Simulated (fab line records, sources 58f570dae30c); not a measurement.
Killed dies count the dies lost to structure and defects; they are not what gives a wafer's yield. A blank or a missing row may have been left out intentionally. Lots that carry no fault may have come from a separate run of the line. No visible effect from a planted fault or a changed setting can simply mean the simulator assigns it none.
Which tool did it? ; flow berkeley_cmos170 ; 15 lots (45 wafers sampled), 1 step of a 331-step route

## WHAT THE GAUGES SHOWED, per wafer
Not one reading of a measure or inspect step in the record can be checked against a usual standard deviation.

## EACH LOT AND THE TOOL THAT RAN IT (in order: tool; ch and the chambers of the sampled wafers; start)
lot;UCB170_V2_EXPOSE_09
L796;krf_scanner-01 ch 0, day 7 10:53
L795;krf_scanner-02 ch 0, day 7 12:24
L797;krf_scanner-01 ch 0, day 8 02:14
L798;krf_scanner-01 ch 0, day 8 12:25
L799;krf_scanner-01 ch 0, day 8 21:25
L800;krf_scanner-01 ch 0, day 8 21:32
L801;krf_scanner-02 ch 0, day 9 05:34
L802;krf_scanner-02 ch 0, day 9 20:24
L805;krf_scanner-02 ch 0, day 10 04:20
L807;krf_scanner-01 ch 0, day 10 07:29
L808;krf_scanner-02 ch 0, day 10 08:37
L809;krf_scanner-02 ch 0, day 11 00:59
L811;krf_scanner-02, day 11 01:30
L810;krf_scanner-02, day 11 05:59
L814;krf_scanner-02, day 11 06:07
- UCB170_V2_EXPOSE_09: exposes mask VIA2, target cd 700 nm.

## WHAT THE TOOLS THEMSELVES READ (means of the sampled wafers that have a number; where no wafer has one, the mark that the record gives instead)
UCB170_V2_EXPOSE_09. Usual: exposure_dose_mJ_cm2 36.96, standard deviation 0.035; focus_offset_nm -0.1 nm, standard deviation 0.54.
lot;tool;exposure_dose_mJ_cm2;focus_offset_nm (nm);flag
L796;krf_scanner-01;36.94;-0.2;
L795;krf_scanner-02;36.93;-0.0;
L797;krf_scanner-01;37.00;0.1;
L798;krf_scanner-01;36.95;-1.1;
L799;krf_scanner-01;36.98;-0.3;
L800;krf_scanner-01;36.95;-0.6;
L801;krf_scanner-02;36.95;0.3;
L802;krf_scanner-02;36.95;-0.3;
L805;krf_scanner-02;36.98;0.1;
L807;krf_scanner-01;36.94;-0.6;
L808;krf_scanner-02;36.98;0.1;
L809;krf_scanner-02;36.97;0.3;
L811;krf_scanner-02;-;-;OFF
L810;krf_scanner-02;-;-;OFF
L814;krf_scanner-02;-;-;OFF

## THE ANSWER, worked out from the rows above alone
Rule: take the mean of a lot's wafers that have a number; if it is more than 3 standard deviations from the usual mean, the lot is off. Also off: a lot with no number at a reading for which 4 or more lots have one. Where the step has rows for the other lots, those lots are counted as sound. After the gauges, taken in route order, come the tools' own readings; for these a lot's mean is taken, as printed above. At the first step where some lot is off, the reading lying furthest off is the one used; lots without a number count as furthest.
Off at UCB170_V2_EXPOSE_09 (exposure_dose_mJ_cm2): L811, L810, L814. Without a number there: L811, L810, L814.
A tool fits if, at that step or a process step before it, it ran every lot that is off, and no sound lot after the first of them. One fits: UCB170_V2_EXPOSE_09 on krf_scanner-02. A fault onset in the window from L809 (day 11 00:59, its last sound lot) to L811 (day 11 01:30, its first lot off) fits.
Blank at UCB170_V2_EXPOSE_09 on the lots that are off, where sound lots have numbers: exposure_dose_mJ_cm2, focus_offset_nm.

## WHAT HAD BEEN PUT IN BY THE SIMULATOR
Beginning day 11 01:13, the whole step at UCB170_V2_EXPOSE_09 was skipped on krf_scanner-02. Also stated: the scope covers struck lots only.
Struck lots among those shown: L811, L810, L814. The rule above reached the same finding.
